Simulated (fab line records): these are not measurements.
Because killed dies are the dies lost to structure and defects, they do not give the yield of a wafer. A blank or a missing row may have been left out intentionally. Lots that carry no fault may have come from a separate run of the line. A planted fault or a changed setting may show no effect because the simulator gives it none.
Check of tool commonality -- flow rit_cmos -- Sampled: 14 lots, 42 wafers

== WHY IT WAS OPENED ==
RIT_PRETRO_TW_MEAS_10, reading PRETRO_TW: flagged on 2 of 14 lots. No-fault wafers: 474, standard deviation 4.3.
Rule: a lot gets a flag if all its wafers with a number sit over 4 standard deviations from that mean, or if no wafer of it has a number. As for the other lots, they are considered sound.

lot,measured,on,"PRETRO_TW, wafer by wafer",flag
L945,day 2 07:40,film_metro-04,473 476 475,
L947,day 2 18:14,film_metro-01,480 478 477,
L948,day 2 23:35,film_metro-01,478 477 477,
L949,day 3 03:42,film_metro-04,467 466 466,
L951,day 3 13:06,film_metro-04,465 468 466,
L952,day 3 18:33,film_metro-01,479 477 477,
L953,day 4 00:08,film_metro-01,475 476 480,
L954,day 4 05:07,film_metro-04,471 472 470,
L961,day 5 16:23,film_metro-01,478 474 479,
L962,day 5 22:18,film_metro-03,530 529 530,FLAGGED
L963,day 6 02:29,film_metro-01,533 535 536,FLAGGED
L965,day 6 12:34,film_metro-01,478 477 479,
L966,day 6 16:58,film_metro-01,480 477 477,
L968,day 7 03:39,film_metro-01,479 480 479,
The mean of the flagged lots' numbers is 532, +58 from the usual (+14 standard deviations).

== EACH LOT AND THE TOOL IT RAN ON ==
The record holds 2 process steps before the reading, out of a route of 202 steps. Every cell lists first the tool, next ch and the chambers used by the sampled wafers, and last the start.
lot,flag,RIT_PWELL_STRIP_09,RIT_PRETRO_IMPLANT_08
L945,,"plasma_asher-01 ch 0, day 1 22:43","implanter-01 ch 0, day 2 07:21"
L947,,"plasma_asher-03 ch 0,1, day 2 09:16","implanter-03 ch 0, day 2 17:55"
L948,,"plasma_asher-01 ch 0,1, day 2 14:38","implanter-03 ch 0, day 2 23:17"
L949,,"plasma_asher-03 ch 0,1, day 2 18:51","implanter-02 ch 0, day 3 03:23"
L951,,"plasma_asher-02 ch 0,1, day 3 04:22","implanter-03 ch 0, day 3 12:47"
L952,,"plasma_asher-01 ch 0, day 3 09:50","implanter-03 ch 0, day 3 18:13"
L953,,"plasma_asher-01 ch 0,1, day 3 15:27","implanter-02 ch 0, day 3 23:51"
L954,,"plasma_asher-03 ch 0,1, day 3 20:21","implanter-01 ch 0, day 4 04:47"
L961,,"plasma_asher-03 ch 0,1, day 5 07:01","implanter-03 ch 0, day 5 16:05"
L962,FLAGGED,"plasma_asher-03 ch 0,1, day 5 13:21","implanter-01 ch 0, day 5 21:58"
L963,FLAGGED,"plasma_asher-03 ch 0,1, day 5 17:28","implanter-01 ch 0, day 6 02:11"
L965,,"plasma_asher-03 ch 0,1, day 6 03:28","implanter-02 ch 0, day 6 12:14"
L966,,"plasma_asher-03 ch 0,1, day 6 08:15","implanter-02 ch 0, day 6 16:40"
L968,,"plasma_asher-03 ch 0,1, day 6 18:56","implanter-03 ch 0, day 7 03:20"
What is done by these steps:
- RIT_PWELL_STRIP_09: strips in O2, time 180 s.
- RIT_PRETRO_IMPLANT_08
- RIT_PRETRO_TW_MEAS_10

== FLAGGED OVER TOTAL, TOOL BY TOOL (the gauges that took the reading come last) ==
step,tool,lots run,flagged,share of the flagged lots,sound lots run after its first flagged lot
RIT_PWELL_STRIP_09,plasma_asher-01,4,0,none,-
RIT_PWELL_STRIP_09,plasma_asher-02,1,0,none,-
RIT_PWELL_STRIP_09,plasma_asher-03,9,2,all,"3 (L965,L966,L968)"
RIT_PRETRO_IMPLANT_08,implanter-01,4,2,all,0
RIT_PRETRO_IMPLANT_08,implanter-02,4,0,none,-
RIT_PRETRO_IMPLANT_08,implanter-03,6,0,none,-
RIT_PRETRO_TW_MEAS_10,film_metro-01,9,1,some,"3 (L965,L966,L968)"
RIT_PRETRO_TW_MEAS_10,film_metro-03,1,1,some,0
RIT_PRETRO_TW_MEAS_10,film_metro-04,4,0,none,-

== WHAT THE TABLE PERMITS ==
Every flagged lot went through 2 rows of the table: plasma_asher-03 at RIT_PWELL_STRIP_09 and implanter-01 at RIT_PRETRO_IMPLANT_08.
- plasma_asher-03 at RIT_PWELL_STRIP_09: 2 of its 9 lots flagged. Lots that were sound ran on it after the first flagged one (L965, L966, L968); a persistent fault on the entire tool would not allow that.
- implanter-01 at RIT_PRETRO_IMPLANT_08: 2 of its 4 lots flagged. Its last sound lot is L954 (day 4 04:47), its first flagged lot L962 (day 5 21:58): a fault that began between those two fits. Its own readings lie more than 4 standard deviations out on every wafer of the flagged lots: dose_ions_cm2, faraday_current_uA.
What remains is a single tool, implanter-01 at RIT_PRETRO_IMPLANT_08.

== WHAT THE SIMULATOR HAD INSERTED ==
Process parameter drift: implanter-01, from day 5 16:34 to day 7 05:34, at RIT_PRETRO_IMPLANT_08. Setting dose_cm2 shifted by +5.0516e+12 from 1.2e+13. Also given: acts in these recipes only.
Lots struck among those shown: L962, L963. Same finding as the rule above.
